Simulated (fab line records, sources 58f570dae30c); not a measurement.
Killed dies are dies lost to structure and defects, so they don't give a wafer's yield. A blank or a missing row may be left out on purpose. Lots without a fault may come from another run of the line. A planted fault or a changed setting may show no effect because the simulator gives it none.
Tool commonality check | flow berkeley_cmos170 | 14 lots, 42 wafers sampled

WHY IT WAS OPENED
At UCB170_PWELL_TW_MEAS_17 the reading PWELL_TW is flagged on 2 of 14 lots. Wafers without a fault read 385, standard deviation 5.4.
Rule: a lot is flagged when every wafer of it that has a number lies more than 4 standard deviations from that mean, or none has a number. The other lots count as sound.

lot  | measured    | on            | PWELL_TW, wafer by wafer | flag
L526 | day 3 04:26 | film_metro-04 | 378 380 379              |
L528 | day 3 20:13 | film_metro-03 | 390 389 388              |
L529 | day 3 20:41 | film_metro-03 | 389 387 390              |
L530 | day 4 04:21 | film_metro-03 | 387 388 388              |
L531 | day 4 18:02 | film_metro-03 | 389 388 386              |
L533 | day 5 00:57 | film_metro-04 | 381 381 380              |
L535 | day 5 13:12 | film_metro-04 | 380 379 379              |
L536 | day 5 13:26 | film_metro-03 | 392 392 391              |
L538 | day 6 01:41 | film_metro-03 | 391 389 390              |
L539 | day 6 09:08 | film_metro-03 | 389 389 389              |
L540 | day 6 09:23 | film_metro-03 | 416 415 412              | FLAGGED
L541 | day 6 16:13 | film_metro-03 | 389 391 390              |
L542 | day 6 16:23 | film_metro-03 | 415 417 416              | FLAGGED
L547 | day 7 18:22 | film_metro-03 | 389 389 387              |
The numbers of the flagged lots are 415 on average: +30 against the usual, or +6 standard deviations.

WHICH TOOL RAN EACH LOT
The record holds 1 process step before the reading, out of a route of 331 steps. In each cell: the tool, then ch and the chambers that the sampled wafers went through, then the start.
lot  | flag    | UCB170_PWELL_IMPLANT_15
L526 |         | implanter-01 ch 0, day 3 04:11
L528 |         | implanter-01 ch 0, day 3 19:58
L529 |         | implanter-01 ch 0, day 3 20:28
L530 |         | implanter-01 ch 0, day 4 04:08
L531 |         | implanter-02 ch 0, day 4 17:47
L533 |         | implanter-01 ch 0, day 5 00:43
L535 |         | implanter-04 ch 0, day 5 12:59
L536 |         | implanter-01 ch 0, day 5 13:13
L538 |         | implanter-04 ch 0, day 6 01:27
L539 |         | implanter-02 ch 0, day 6 08:53
L540 | FLAGGED | implanter-01 ch 0, day 6 09:10
L541 |         | implanter-04 ch 0, day 6 15:58
L542 | FLAGGED | implanter-01 ch 0, day 6 16:10
L547 |         | implanter-02 ch 0, day 7 18:07
What these steps do:
- UCB170_PWELL_IMPLANT_15
- UCB170_PWELL_TW_MEAS_17

FLAGGED OVER TOTAL, TOOL BY TOOL (the gauges that took the reading come last)
step                    | tool          | lots run | flagged | share of the flagged lots | sound lots run after its first flagged lot
UCB170_PWELL_IMPLANT_15 | implanter-01  | 8        | 2       | all                       | 0
UCB170_PWELL_IMPLANT_15 | implanter-02  | 3        | 0       | none                      | -
UCB170_PWELL_IMPLANT_15 | implanter-04  | 3        | 0       | none                      | -
UCB170_PWELL_TW_MEAS_17 | film_metro-03 | 11       | 2       | all                       | 2 (L541,L547)
UCB170_PWELL_TW_MEAS_17 | film_metro-04 | 3        | 0       | none                      | -

WHAT THE TABLE ALLOWS
2 rows of the table ran every flagged lot: implanter-01 at UCB170_PWELL_IMPLANT_15, film_metro-03 at UCB170_PWELL_TW_MEAS_17.
- implanter-01 at UCB170_PWELL_IMPLANT_15: 2 of its 8 lots flagged. Its last sound lot is L536 (day 5 13:13), its first flagged lot L540 (day 6 09:10): a fault that began between those two fits. Its own readings lie more than 4 standard deviations out on every wafer of the flagged lots: dose_ions_cm2, faraday_current_uA.
- film_metro-03 at UCB170_PWELL_TW_MEAS_17: 2 of its 11 lots flagged. Sound lots ran on it after the first flagged one (L541, L547), which a lasting fault on the whole tool wouldn't allow.
One tool is left: implanter-01 at UCB170_PWELL_IMPLANT_15.

WHAT THE SIMULATOR HAD PUT IN
Process parameter drift: implanter-01, from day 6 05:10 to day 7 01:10, at UCB170_PWELL_IMPLANT_15. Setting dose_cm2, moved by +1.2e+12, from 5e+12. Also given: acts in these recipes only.
Lots struck among those shown: L540, L542. The rule above found the same.
